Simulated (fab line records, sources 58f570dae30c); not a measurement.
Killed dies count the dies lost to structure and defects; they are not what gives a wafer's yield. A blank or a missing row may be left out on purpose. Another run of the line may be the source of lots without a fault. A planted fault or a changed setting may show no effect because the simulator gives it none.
Chamber matching    flow berkeley-cmos170    UCB170_ZERO_ETCH_06 on rie-diel-03 has 4 sister chambers
The step etches SiO2 in CHF3/CF4/Ar, time 12 s. 16 wafers are shown with their chamber, then 8 later ones without.

EACH WAFER AND ITS CHAMBER
wafer   chamber  throttle-valve-pct (%)  drypump-motor-current-A (A)  oes-product-au (a.u.)
L300.2  3        9.31                    5.9                          0.604
L300.3  2        9.00                    5.0                          0.617
L300.5  2        8.98                    5.0                          0.611
L301.1  2        8.99                    5.0                          0.616
L301.2  3        9.32                    6.0                          0.612
L301.4  0        9.13                    5.1                          0.606
L303.1  0        9.13                    5.1                          0.610
L303.2  1        9.06                    5.7                          0.639
L303.5  2        8.99                    5.0                          0.610
L306.1  2        8.98                    5.0                          0.611
L306.2  3        9.32                    5.9                          0.599
L306.3  1        9.06                    5.7                          0.637
L309.2  0        9.13                    5.1                          0.606
L309.3  1        9.07                    5.6                          0.628
L309.5  0        9.12                    5.1                          0.608
L311.2  0        9.14                    5.1                          0.608

SIGNATURES (averages over the wafers above)
reading                  chamber 0  chamber 1  chamber 2  chamber 3  scatter within a chamber
throttle-valve-pct       9.1300     9.0633     8.9880     9.3167     0.00715
drypump-motor-current-A  5.100      5.667      5.000      5.933      0.0333
oes-product-au           0.60760    0.63467    0.61300    0.60500    0.00416
Rule: a wafer lies at a distance from a chamber equal to the root of the sum of squares, over the readings, of (its reading less the chamber's mean, divided by the reading's scatter). The wafer belongs to the nearest chamber; if the next one is less than 2 further off, it can't be placed. The scatter is the square root of a quotient: the sum, over the shown wafers, of each reading's squared deviation from its chamber's mean, divided by wafers minus chambers.

WAFERS MISSING THEIR CHAMBER
wafer   throttle-valve-pct (%)  drypump-motor-current-A (A)  oes-product-au (a.u.)
L311.4  9.06                    5.7                          0.636
L311.6  9.12                    5.1                          0.605
L315.1  9.06                    5.7                          0.626
L315.4  9.30                    5.9                          0.597
L315.6  9.01                    5.0                          0.605
L317.4  9.31                    5.9                          0.610
L317.5  8.97                    5.0                          0.615
L317.6  9.06                    5.7                          0.637

THE CHAMBER EACH PASSED THROUGH
wafer   from the rows above  in truth
L311.4  1                    1
L311.6  0                    0
L315.1  1                    1
L315.4  3                    3
L315.6  2                    2
L317.4  3                    3
L317.5  2                    2
L317.6  1                    1
Correctly placed: 8 of 8. Number that these rows cannot place: 0. Placed wrongly: 0.
